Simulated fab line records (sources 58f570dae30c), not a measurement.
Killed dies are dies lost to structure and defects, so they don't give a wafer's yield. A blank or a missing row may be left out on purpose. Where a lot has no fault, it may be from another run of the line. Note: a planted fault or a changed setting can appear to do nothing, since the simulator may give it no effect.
8D (eight disciplines) problem report, filled in by code -- flow berkeley-cmos170 -- the parts of the form that need people (team, actions taken, sign-off) are left out

== 1. WHAT IS WRONG ==
NWELL_TW at UCB170_NWELL_TW_MEAS_16 reads a mean of 2082 on 6 wafers of 2 lots; wafers without a fault read 1242 with a standard deviation of 8. That is +99 or more standard deviations from the usual mean.
Earliest sighting: wafer L282.1 on film-metro-02 at day 6 00:43. At this step, 42 wafers from 14 lots have a number in the record. By rule, "out" or "out of limits" means more than 4 standard deviations away from the usual mean. The other wafers with a number count as sound.

== 2. WHAT IT IS AND WHAT IT IS NOT ==
question,is,is not
which readings at this step,NWELL_TW,-
which lots,"L282, L285","L267, L268, L269, L271, L273, L274, L277, L278, L279, L280, L286, L289"
which wafers of those lots,all that have a number,-
read on which gauges,"film-metro-02, film-metro-04",film-metro-03
when,from day 6 00:43,"up to then (30 sound wafers); but 6 sound wafers of L286, L289 came after"

== 3. THE SUSPECTS, EACH WITH WHAT RULES IT OUT ==
Counting: a tool at a process step up to the reading stays a suspect if it ran every lot that is out and no sound lot after the first of them.
- the gauge at UCB170_NWELL_TW_MEAS_16: ruled out. The wafers that are out were read on 2 gauges (film-metro-02, film-metro-04).
- implanter-04 at UCB170_NWELL_IMPLANT_14: kept. All lots that are out passed through it, beginning with L282 at day 6 00:28, and no sound lot followed; its final sound lot before that point was L279 at day 5 01:01. Out on those wafers are its own readings of dose-ions-cm2, faraday-current-uA.
The count leaves implanter-04 at UCB170_NWELL_IMPLANT_14.

== 4. THE CAUSE (what the simulator had put in) ==
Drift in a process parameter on implanter-04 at UCB170_NWELL_IMPLANT_14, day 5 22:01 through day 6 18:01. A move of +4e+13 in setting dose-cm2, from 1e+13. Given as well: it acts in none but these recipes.
After counting, this tool was the only one left.

== 5. SEQUENCE OF EFFECTS, ordered by route ==
Each row: a reading where the mean over the struck wafers with a number is more than 3 standard deviations away from the usual. Scope: only readings with a usual standard deviation given in the record; hours: median across lots of the time from each lot's start at the first step in this table that gives one to its start at this step; sigmas: change in usual standard deviations.
hours,step,reading,usual,on struck wafers,change,sigmas
0,UCB170_NWELL_IMPLANT_14,dose-ions-cm2,9.998e+12,5.000e+13,+4.000e+13,+99 or more
0,UCB170_NWELL_IMPLANT_14,faraday-current-uA,31.6,159.9,+128.3,+99 or more
0,UCB170_NWELL_TW_MEAS_16,NWELL_TW,1242,2082,+840,+99 or more
Here are the process steps it includes:
- UCB170_NWELL_IMPLANT_14
Later steps that measure or inspect, where all struck wafers having a row at the step show a number for every such reading and not one has moved that far: UCB170_PVT_TW_MEAS_09.

== 6. HOW IT WOULD HAVE BEEN CAUGHT EARLIER ==
3 hours passed between the start of the fault at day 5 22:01 and the first reading out of limits at a measuring or inspecting step in this record, taken at day 6 00:43.
The tool's own readings at UCB170_NWELL_IMPLANT_14 were out on every struck wafer that the step has a row for (dose-ions-cm2, faraday-current-uA): an alarm limit on them would have fired on the first of those.
Lots out: 2; of these, L285 started UCB170_NWELL_IMPLANT_14 on implanter-04 after day 6 00:43. Putting the tool on hold at that point would have spared it.
